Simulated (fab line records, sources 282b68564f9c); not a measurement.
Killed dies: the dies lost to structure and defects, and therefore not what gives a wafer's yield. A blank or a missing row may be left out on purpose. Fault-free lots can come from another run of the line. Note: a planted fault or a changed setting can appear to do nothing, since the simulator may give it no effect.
fab line records    flow rit-cmos
[record] lots = 14  wafers = 42  last-day = 7
route steps=202 shown SPACER@130
lots that met no fault: from a run of the same line without faults
start-h: hours from the record's first day to the start of the lot's first wafer shown    wait-h: hours elapsed since this lot's preceding step    " identical to the entry in the row above    L1.1+2: one row covering several wafers at once    - no value, or no start given    * or withheld: withheld    < > ~ a bound
route shown NAME@n: a module of which the file shows steps, and the number in the route of the first    usual: mean and standard deviation over wafers with no fault    same: alike in all rows    chamber/n: place in a boat    sites: readings site by site    _std_site: standard deviation across them    _edge_site: inner sites' mean taken away from outer sites' mean    radius-mm: for every site, how far away it sits from the centre of the wafer    mask NAME#n: copy n    behind: the tool/chamber that last shaped the wafer    hold: reason for holding the lot/hours on hold/outcome of the hold    device: transistor that didn't switch, given as n, p or np    end of line: tests of these same wafers at the route's end    for a step that has no rows: nothing shown but its recipe    killed: count of dies lost to structure and defects at first sort (not the wafer's yield)    map: dies across one wafer; x = killed, . = not, _ = none there
set.NAME: the setting the step ran with; set.NAME@STEP: the setting that earlier step ran with    model.NAME: the simulator's own value behind a step, which no gauge read
the route's steps for a sample of lots (tables are steps, rows are wafers)
services: when a tool's chamber went out of use (start-h, in hours from the record's first day, below 0 if earlier), for how many hours, and the reason
[[steps]]
[step RIT_SPACER_ETCHBACK_05]
[recipe] target-depth-a = 2500  SF6_flow_sccm = 30  CHF3_flow_sccm = 30  target = Si3N4  chemistry = SF6/CHF3  pressure-mtorr = 40  rf-w = 250  time-s = 230.9  stop-on = SiO2
[usual] drypump-motor-current-A = 5.8/0.43  oes-product-au = 0.869/0.016  rf-fwd-power-W = 249.2/0.78  throttle-valve-pct = 10.29/0.12
lot.wafer  tool         chamber  start-h  wait-h  drypump-motor-current-A  oes-product-au  rf-fwd-power-W  rf-hours-counter-h  throttle-valve-pct
L438.1     rie-diel-01  0        47.14    0.1     5.5                      0.859           250.0           5                   10.29
L438.2     "            1        "        "       6.6                      0.876           248.8           6                   10.06
L438.3     "            3        "        "       5.5                      0.860           250.5           4                   10.52
L439.2     rie-diel-03  3        50.17    0.0     5.9                      0.858           248.4           66                  10.20
L439.3     "            0        "        "       5.3                      0.848           249.5           136                 10.38
L439.4     "            1        "        "       6.1                      0.875           249.9           58                  10.21
L440.1     rie-diel-02  0        57.40    0.1     5.3                      0.850           248.7           4                   10.35
L440.2     "            2        "        "       5.6                      0.853           249.5           58                  10.28
L440.5     "            0        "        "       5.3                      0.851           249.0           -                   10.34
L441.1     rie-diel-03  0        61.38    0.1     5.3                      0.846           248.7           137                 10.39
L441.2     "            3        "        "       5.9                      0.843           249.4           66                  10.18
L441.6     "            2        "        "       6.1                      0.886           249.2           -                   10.25
L442.1     rie-diel-03  0        67.84    0.1     5.3                      0.847           248.9           137                 10.37
L442.4     "            1        "        "       6.1                      0.867           250.9           58                  10.22
L442.5     "            0        "        "       5.3                      0.848           249.7           -                   10.40
L443.1     rie-diel-01  3        71.30    0.1     5.6                      0.876           250.3           4                   10.53
L443.3     "            0        "        "       5.5                      0.874           249.3           6                   10.30
L443.4     "            1        "        "       6.6                      0.878           248.7           6                   10.07
L444.1     rie-diel-02  2        75.01    0.1     5.6                      0.858           248.9           58                  10.27
L444.2     "            1        "        "       4.9                      0.870           248.6           150                 10.21
L444.6     "            3        "        "       6.0                      0.871           248.6           -                   10.46
L445.1     rie-diel-03  3        81.44    0.1     5.9                      0.858           290.0           66                  10.20
L445.3     "            0        "        "       5.3                      0.849           288.5           137                 10.39
L445.4     "            2        "        "       6.1                      0.890           288.5           138                 10.26
L448.1     rie-diel-03  0        95.56    0.1     5.3                      0.848           289.8           137                 10.41
L448.3     "            2        "        "       6.1                      0.885           289.0           138                 10.27
L448.5     "            0        "        "       5.3                      0.852           289.9           -                   10.40
L453.1     rie-diel-02  3        120.34   0.1     6.0                      0.881           248.6           120                 10.48
L453.4     "            2        "        "       5.5                      0.865           250.8           59                  10.29
L453.6     "            0        "        "       5.3                      0.860           248.0           -                   10.35
L454.2     rie-diel-02  1        125.71   0.0     5.0                      0.882           250.2           152                 10.22
L454.3     "            3        "        "       6.0                      0.876           247.5           120                 10.47
L454.4     "            0        "        "       5.3                      0.841           249.2           6                   10.35
L455.2     rie-diel-01  2        131.28   0.0     5.7                      0.899           249.3           57                  10.39
L455.3     "            3        "        "       5.5                      0.883           249.7           5                   10.52
L455.6     "            1        "        "       6.6                      0.876           248.5           -                   10.07
L460.1     rie-diel-01  1        157.85   0.1     6.6                      0.879           250.1           8                   10.09
L460.4     "            0        "        "       5.5                      0.882           248.6           8                   10.29
L460.5     "            1        "        "       6.6                      0.884           249.1           -                   10.08
L461.3     rie-diel-03  3        166.29   0.0     5.9                      0.858           249.4           67                  10.18
L461.4     "            2        "        "       6.1                      0.885           249.3           -                   10.24
L461.6     "            3        "        "       5.9                      0.858           248.8           -                   10.19
[[services]]
tool         chamber  start-h  hours  kind
rie-diel-03  2        26.62    7.9    repair
rie-diel-02  1        32.02    2.8    repair
rie-diel-02  1        58.30    5.1    repair
rie-diel-03  1        82.04    5.8    repair
rie-diel-02  1        90.58    3.9    repair
rie-diel-02  2        104.33   14.5   repair
rie-diel-01  -        107.19   14.6   pm
rie-diel-01  -        122.60   1.5    repair
rie-diel-02  0        128.17   2.4    repair
rie-diel-01  2        135.59   19.8   repair
rie-diel-02  1        143.58   -      clean
rie-diel-02  1        143.58   21.6   scheduled-down
rie-diel-02  1        143.58   21.6   vent-cycle
rie-diel-02  2        143.72   1.5    repair
rie-diel-03  0        164.10   3.5    repair
[[key]]
[first-sign] step = RIT_SPACER_ETCHBACK_05  reading = rf-fwd-power-W  direction = up  sigmas = 52  usual = 249.2  struck = 289.3
effect none on later readings
met-at RIT_SPACER_ETCHBACK_05
struck-lots L445,L448
tester-left-out L445,L448
onset-between 67.84 81.44
[fault] kind = process-parameter-drift  tool = rie-diel-03  chamber = -  onset-h = 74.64  steps = RIT_SPACER_ETCHBACK_05  channel = rf-w  offset = 40  shape = step  end-h = 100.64  acts-in = these-recipes-only  stated = 250
// tester-left-out: of these lots the tester's yield and bins aren't shown, on N5 and GAA mostly nor the transistor test; their killed dies are dies lost to structure and defects alone, not to doping, threshold or leakage, so they don't give the yield
